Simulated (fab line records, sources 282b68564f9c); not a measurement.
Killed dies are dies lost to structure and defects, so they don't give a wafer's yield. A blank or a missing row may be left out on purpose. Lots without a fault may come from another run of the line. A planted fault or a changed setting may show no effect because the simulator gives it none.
A struck lot beside a sound one | flow rit_cmos | 15 steps out of a route of 202
Sound: wafers L815.1, L815.3, L815.5. Struck: wafers L828.2, L828.5, L828.6. The cause comes at the end.
At each step with rows: each side's tool, then ch and its chambers, then its first start. Under that, the readings that differ: sound wafers | struck wafers | difference of the means | sigmas: that difference in standard deviations of wafers without a fault.
alike: readings whose means differ by less than 2 such deviations, and words and numbers that are the same on both sides. not compared: withheld readings, readings that some wafer has no value for, bounds like >300 that may hide the same value, and numbers for which the record gives no deviation and whose values overlap.
The two part at a step that has a row with sigmas, a row that says differs or no value, or rows on one side only. Numbers that don't overlap but have no deviation are shown without sigmas and don't part them. A reading that every wafer of one side lacks parts them only if that side has two wafers or more.

first, 3 steps without rows for these wafers: RIT_REOX_CLEAN_01 (cleans in dHF, time 30 s); RIT_REOX_CLEAN_02 (cleans in SC2, time 600 s); RIT_REOX_OXIDATION_03 (target thk 25.2 nm, ox time 5580 s).
RIT_REOX_THK_MEAS_04:
  sound on film_metro-03, day 3 11:23; struck on film_metro-04, day 5 23:23
  alike: REOX_OXIDE_THK
then, 6 steps without rows for these wafers: RIT_NLDD_HMDS_00 (prime time 60 s); RIT_NLDD_COAT_01 (resist thk 1000 nm); RIT_NLDD_SOFTBAKE_02 (time 60 s); RIT_NLDD_EXPOSE_03 (exposes mask M7, target cd 40700 nm); RIT_NLDD_PEB_04; RIT_NLDD_DEVELOP_05 (develop time 50 s).
RIT_NLDD_OVL_MEAS_06:
  sound on overlay-01, day 3 12:17; struck on overlay-01, day 6 00:17
  alike: NLDD_OVL
then, 1 step without rows for these wafers: RIT_NLDD_HARDBAKE_07 (time 60 s).
RIT_NLDD_IMPLANT_08:
  sound on implanter-02 ch 0, day 3 12:29; struck on implanter-01 ch 0, day 6 00:29
  reading                   | sound                | struck               | difference | sigmas
  beam_energy_keV           | 19.999 20.000 20.002 | 18.966 18.964 18.970 | -1.034     | -99 or more
  model.implant.rp_nm (nm)  | 27.08 27.08 27.08    | 26.9 26.9 26.9       | -0.2       |
  model.implant.drp_nm (nm) | 12.97 12.97 12.97    | 12.56 12.56 12.56    | -0.41      |
RIT_NLDD_STRIP_09: strips in O2, time 180 s.
  sound on plasma_asher-03 ch 0, day 3 12:38; struck on plasma_asher-02 ch 0,1, day 6 00:37
  alike: drypump_motor_current_A
  not compared: rf_hours_counter_h
RIT_M1_PROBE_99:
  sound on prober-02, day 4 03:53; struck on prober-01, day 6 15:53
  reading                      | sound             | struck          | difference | sigmas
  model.etest.nldd.rs_ohm_sq   | 373.4 371.7 379.6 | 385.9 384 401.4 | +15.5      |
  model.etest.nldd.line_ohm_um | 117.5 116.5 120   | 120.7 122.2 125 | +4.6       |
  alike: killed_at_contacts, killed_at_front_end, killed_dies, killed_open, killed_short

WHERE THEY PART
Only at RIT_NLDD_IMPLANT_08, within this record. Later steps at which nothing parts them and some readings are alike: RIT_NLDD_STRIP_09, RIT_M1_PROBE_99.

WHY: what the simulator had put in
Process parameter drift: implanter-01, from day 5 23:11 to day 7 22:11, at RIT_NLDD_IMPLANT_08. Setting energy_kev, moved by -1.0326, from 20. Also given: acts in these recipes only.
